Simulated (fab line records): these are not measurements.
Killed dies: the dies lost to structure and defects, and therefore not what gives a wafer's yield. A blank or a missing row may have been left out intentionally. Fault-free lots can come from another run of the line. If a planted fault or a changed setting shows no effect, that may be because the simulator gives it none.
Which tool did it? + flow rit cmos + 45 wafers from 15 lots sampled at 2 of the route's 202 steps

## WHAT THE GAUGES READ, wafer by wafer
RIT_M1_CD_MEAS_09 targets a cd of 2600 nm.
| lot  | measured    | on        | cd nm (nm)           |
|------|-------------|-----------|----------------------|
| L631 | day 3 17:09 | cd sem-01 | 2601.8 2602.9 2601.7 |
| L632 | day 4 03:05 | cd sem-01 | 2603.0 2603.2 2603.1 |
| L635 | day 4 17:05 | cd sem-02 | 2595.9 2596.6 2596.8 |
| L637 | day 5 06:07 | cd sem-02 | 2603.3 2602.0 2603.3 |
| L638 | day 5 08:40 | cd sem-02 | 2601.5 2602.4 2602.7 |
| L639 | day 5 11:32 | cd sem-02 | 2599.2 2600.5 2596.7 |
| L640 | day 5 15:44 | cd sem-02 | 2601.8 2602.0 2602.0 |
| L641 | day 5 19:10 | cd sem-01 | 2600.7 2597.3 2599.1 |
| L642 | day 6 00:09 | cd sem-01 | 2599.2 2598.7 2600.7 |
| L643 | day 6 04:23 | cd sem-01 | 2600.7 2598.8 2599.7 |
| L644 | day 6 12:16 | cd sem-02 | 2597.3 2596.6 2597.0 |
| L647 | day 7 00:50 | cd sem-02 | 2619.5 2622.9 2619.0 |
| L649 | day 7 08:07 | cd sem-02 | 2613.3 2614.4 2615.3 |
| L650 | day 7 15:02 | cd sem-02 | 2610.6 2610.9 2611.0 |
| L651 | day 7 19:53 | cd sem-01 | 2596.9 2598.0 2598.9 |

## TOOL THAT RAN EACH LOT (tool first, then ch and the chambers of the sampled wafers, then the start)
| lot  | RIT_M1_EXPOSE_06                   |
|------|------------------------------------|
| L631 | iline stepper-02 ch 0, day 3 16:43 |
| L632 | iline stepper-01 ch 0, day 4 02:40 |
| L635 | iline stepper-01 ch 0, day 4 16:35 |
| L637 | iline stepper-02 ch 0, day 5 05:41 |
| L638 | iline stepper-01 ch 0, day 5 08:14 |
| L639 | iline stepper-02 ch 0, day 5 11:07 |
| L640 | iline stepper-02 ch 0, day 5 15:19 |
| L641 | iline stepper-01 ch 0, day 5 18:44 |
| L642 | iline stepper-02 ch 0, day 5 23:43 |
| L643 | iline stepper-01 ch 0, day 6 03:58 |
| L644 | iline stepper-01 ch 0, day 6 11:41 |
| L647 | iline stepper-01 ch 0, day 7 00:24 |
| L649 | iline stepper-01 ch 0, day 7 07:35 |
| L650 | iline stepper-01 ch 0, day 7 14:36 |
| L651 | iline stepper-02 ch 0, day 7 19:28 |
- RIT_M1_EXPOSE_06: exposes mask M12, target cd 2600 nm.

## AS READ BY THE TOOLS THEMSELVES (means over the sampled wafers that have a number; for cases with no such wafer, the mark the record gives instead)
RIT_M1_EXPOSE_06.
| lot  | tool             | exposure dose mJ cm2 |
|------|------------------|----------------------|
| L631 | iline stepper-02 | 250.13               |
| L632 | iline stepper-01 | 250.18               |
| L635 | iline stepper-01 | 249.76               |
| L637 | iline stepper-02 | 249.72               |
| L638 | iline stepper-01 | 249.82               |
| L639 | iline stepper-02 | 250.09               |
| L640 | iline stepper-02 | 249.41               |
| L641 | iline stepper-01 | 249.97               |
| L642 | iline stepper-02 | 249.79               |
| L643 | iline stepper-01 | 250.06               |
| L644 | iline stepper-01 | 249.67               |
| L647 | iline stepper-01 | 233.47               |
| L649 | iline stepper-01 | 236.40               |
| L650 | iline stepper-01 | 239.31               |
| L651 | iline stepper-02 | 249.71               |

## THE ANSWER, worked out from the rows above alone
Rule: usual is defined by the lots themselves. Put in order of their means at a reading, lots are off if they are a third of the lots or fewer, leave a main group of 4 or more, and stand apart from it by a gap of 3 or more times the standard deviation of the main group's means; of several such gaps the widest counts. Not used: any main group whose means are identical at the precision the tables above print for the reading. A lot without any number at a reading at which 4 lots or more have one is off too. Where the step has rows for the other lots, those lots are counted as sound. First the gauges in route order, then the tools' own readings, where a lot's mean is used as printed above. At the first step where some lot is off, the reading lying furthest off is the one used; lots without a number count as furthest.
Off: L647, L649, L650 (RIT_M1_CD_MEAS_09, cd nm). Main group: mean 2600.1 nm, sd 2.2.
If a tool, at a process step before that reading, ran all the lots that are off and no sound lot after the first of them, it fits. Not tried: the gauges at RIT_M1_CD_MEAS_09; whatever is off there is also off at RIT_M1_EXPOSE_06, on other tools, and gauge error can't account for it. One fits: RIT_M1_EXPOSE_06 on iline stepper-01. A fault onset in the window from L644 (day 6 11:41, its last sound lot) to L647 (day 7 00:24, its first lot off) fits.
On the lots that are off, the tool's own readings at RIT_M1_EXPOSE_06 differ by more than 5 times the standard deviation of the sound lots' means, which bears it out; exposure dose mJ cm2 reads 236.39 there versus 249.86 on the sound lots.

## WHAT THE SIMULATOR HAD INSERTED
Drift in process parameters on iline stepper-01 at RIT_M1_EXPOSE_06, starting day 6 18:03. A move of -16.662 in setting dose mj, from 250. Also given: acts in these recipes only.
Lots struck among those shown: L647, L649, L650. The same result came from the rule above.
